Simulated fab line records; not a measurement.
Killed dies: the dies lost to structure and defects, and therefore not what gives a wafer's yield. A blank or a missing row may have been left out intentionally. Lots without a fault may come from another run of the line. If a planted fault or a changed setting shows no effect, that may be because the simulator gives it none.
A struck lot beside a sound one :: flow rit_cmos :: 20 out of 202 route steps
Sound: wafers L854.2, L854.4, L854.6. Wafers L863.1, L863.2, L863.4 were the ones struck. The cause is named last.
Order at every step that has rows: each side's tool, ch and its chambers, its first start. Under that, the readings that differ: sound wafers :: struck wafers :: difference of the means :: sigmas: that difference in standard deviations of wafers without a fault.
alike: readings whose means differ by less than 2 such deviations, and words and numbers that are the same on both sides. not compared: withheld readings, readings that some wafer has no value for, bounds like >300 that may hide the same value, and numbers for which the record gives no deviation and whose values overlap.
Wherever a step has rows on one side only, a row that says differs or no value, or a row with sigmas, the two part there. Non-overlapping numbers with no deviation appear without sigmas and do not part them. A reading missing from all wafers of one side parts the sides only when that side holds two or more wafers.

first, 2 steps without rows for these wafers: RIT_NWELL_HARDBAKE_07 (time 120 s); RIT_NWELL_IMPLANT_08.
RIT_NWELL_STRIP_09: strips in O2, time 180 s.
  sound on plasma_asher-01 ch 0,1, day 3 01:35; struck on plasma_asher-04 ch 0,1, day 4 20:27
  alike: drypump_motor_current_A
  not compared: rf_hours_counter_h
RIT_NWELL_TW_MEAS_10:
  sound on film_metro-01 at day 3 01:46; struck on film_metro-03 at day 4 20:38
  alike: NWELL_TW
then, 6 steps without rows for these wafers: RIT_PWELL_HMDS_00 (prime time 60 s); RIT_PWELL_COAT_01 (resist thk 1300 nm); RIT_PWELL_SOFTBAKE_02 (time 60 s); RIT_PWELL_EXPOSE_03 (exposes mask M3, target cd 43700 nm); RIT_PWELL_PEB_04; RIT_PWELL_DEVELOP_05 (develop time 68 s).
RIT_PWELL_OVL_MEAS_06:
  sound on overlay-02 at day 3 02:52; struck on overlay-01 at day 4 21:41
reading: PWELL_OVL (nm)
sound: 3.6 0.2 1.6
struck: -0.9 0.3 -1.8
difference: -2.6
sigmas: -2
then, 1 step without rows for these wafers: RIT_PWELL_HARDBAKE_07 (time 120 s).
RIT_PWELL_IMPLANT_08:
  sound on implanter-04 ch 0, day 3 03:10; struck on implanter-04 ch 0, day 4 21:59
reading: beam_energy_keV
sound: 169.86 169.94 170.01
struck: 157.29 157.23 157.31
difference: -12.66
sigmas: -99 or more

reading: model.implant.rp_nm (nm)
sound: 474.1 474.1 474.1
struck: 452.4 452.4 452.4
difference: -21.7
sigmas: 

reading: model.implant.drp_nm (nm)
sound: 102.9 102.9 102.9
struck: 99.94 99.94 99.94
difference: -2.96
sigmas: 
RIT_PWELL_STRIP_09: strips in O2, time 180 s.
  sound on plasma_asher-03 ch 1, day 3 03:17; struck on plasma_asher-03 ch 0,1, day 4 22:08
  alike: drypump_motor_current_A
  not compared: rf_hours_counter_h
RIT_PWELL_TW_MEAS_10:
  sound on film_metro-03 at day 3 03:28; struck on film_metro-03 at day 4 22:18
  alike: PWELL_TW
then, 1 step without rows for these wafers: RIT_WELLDRIVE_ANNEAL_00 (time 14700 s).
RIT_WELLDRIVE_RS_MEAS_01: uses a four-point probe to measure.
  sound on film_metro-02 at day 3 10:18; struck on film_metro-03 at day 5 05:15
  alike: NWELL_RS
RIT_WELLDRIVE_RS_MEAS_02: uses a four-point probe to measure.
  sound on film_metro-02 at day 3 10:25; struck on film_metro-03 at day 5 05:22
reading: PWELL_RS (ohm/sq)
sound: 428.9 428.7 428.6
struck: 432.6 433.0 433.0
difference: +4.1
sigmas: +4
then, 1 step without rows for these wafers: RIT_NRETRO_HMDS_00 (prime time 60 s).
RIT_M1_PROBE_99:
  sound on prober-01 at day 4 20:45; struck on prober-02 at day 6 16:01
reading: model.etest.pwell.rs_ohm_sq
sound: 411.8 416.6 412.7
struck: 427.9 429 426.5
difference: +14.1
sigmas: 
  alike: killed_at_contacts, killed_at_front_end, killed_dies, killed_open, killed_short

== WHERE THEY PART ==
Last at RIT_WELLDRIVE_RS_MEAS_02 as far as this record goes, first at RIT_PWELL_OVL_MEAS_06. Later steps at which nothing parts them and some readings are alike: RIT_M1_PROBE_99.

WHY: the cause the simulator had injected
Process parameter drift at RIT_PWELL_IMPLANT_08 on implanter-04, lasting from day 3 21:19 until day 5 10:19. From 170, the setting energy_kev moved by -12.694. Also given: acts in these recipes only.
